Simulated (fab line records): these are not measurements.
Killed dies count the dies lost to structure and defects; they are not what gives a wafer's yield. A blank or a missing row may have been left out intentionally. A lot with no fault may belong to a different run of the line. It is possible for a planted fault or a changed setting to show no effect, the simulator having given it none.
One fault seen from 2 desks || flow rit-cmos || each desk holds nothing but its own numbers, with what lay behind them at the end

== THE METROLOGY DESK ==
What the gauges read, lot by lot, whatever tool the lot ran on: means of the sampled wafers that have a number. Marked OUT: a lot whose mean sits more than 4 standard deviations from the usual mean, which makes it out of limits; the brackets give that distance.
Columns: A = PRETRO_TW at RIT_PRETRO_TW_MEAS_10, usual 472
{"lot": "L175", "first seen here": "day 2 16:26", "A": 466}
{"lot": "L176", "first seen here": "day 2 18:30", "A": 482}
{"lot": "L178", "first seen here": "day 2 23:52", "A": 471}
{"lot": "L179", "first seen here": "day 3 05:02", "A": 478}
{"lot": "L180", "first seen here": "day 3 10:00", "A": 467}
{"lot": "L181", "first seen here": "day 3 15:10", "A": 477}
{"lot": "L182", "first seen here": "day 3 17:54", "A": 477}
{"lot": "L183", "first seen here": "day 3 23:32", "A": 478}
{"lot": "L184", "first seen here": "day 4 04:26", "A": 472}
{"lot": "L185", "first seen here": "day 4 09:45", "A": "565 (+16) OUT"}
{"lot": "L189", "first seen here": "day 5 05:17", "A": 480}
{"lot": "L190", "first seen here": "day 5 10:10", "A": "569 (+17) OUT"}
{"lot": "L194", "first seen here": "day 6 06:31", "A": 467}
{"lot": "L196", "first seen here": "day 6 16:44", "A": 467}
This desk's finding: out of limits on L185, L190; first on L185, day 4 09:45 (PRETRO_TW at RIT_PRETRO_TW_MEAS_10). L175, L176, L178, L179, L180, L181, L182, L183, L184, L189, L194, L196: within limits.

== DESK OF THE TOOL OWNER: implanter-01 ==
For each lot that ran on this tool, the mean over its sampled wafers that have a number, from the tool's own readings at RIT_PRETRO_IMPLANT_08. Marked OUT: a lot whose mean sits more than 4 standard deviations from the usual mean, which makes it out of limits; the brackets give that distance.
Columns: A = beam-on-s at RIT_PRETRO_IMPLANT_08, usual 9.97 s; B = dose-ions-cm2 at RIT_PRETRO_IMPLANT_08, usual 1.2003e+13; C = faraday-current-uA at RIT_PRETRO_IMPLANT_08, usual 38.2
{"lot": "L175", "first seen here": "day 2 16:07", "A": 9.99, "B": 1.2007e+13, "C": 38.1}
{"lot": "L180", "first seen here": "day 3 09:43", "A": 10.12, "B": 1.1993e+13, "C": 37.7}
{"lot": "L184", "first seen here": "day 4 04:07", "A": 10.16, "B": 1.2007e+13, "C": 37.5}
{"lot": "L185", "first seen here": "day 4 09:28", "A": 9.96, "B": "2.2492e+13 (+99 or more) OUT", "C": "71.6 (+39) OUT"}
{"lot": "L190", "first seen here": "day 5 09:52", "A": 9.97, "B": "2.2502e+13 (+99 or more) OUT", "C": "71.7 (+39) OUT"}
This desk finds L185, L190 out of limits, L185 being first, at day 4 09:28 (dose-ions-cm2 at RIT_PRETRO_IMPLANT_08). L175, L180, L184: within limits.

== TAKEN TOGETHER ==
The tool owner's desk had the chance to raise an alarm at day 4 09:28 on L185, L190.
At day 4 09:45 the metrology desk could have sounded an alarm, on L185, L190.
All the named lots went through RIT_PRETRO_IMPLANT_08 on implanter-01.

== WHAT THE SIMULATOR HAD INSERTED ==
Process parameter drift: implanter-01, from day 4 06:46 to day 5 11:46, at RIT_PRETRO_IMPLANT_08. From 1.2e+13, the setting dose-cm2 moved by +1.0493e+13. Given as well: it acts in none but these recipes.
Lots struck among those shown: L185, L190.
Counting hours from when the fault started, the first reading out of limits came at 3 for the tool owner's desk and at 3 for the metrology desk.
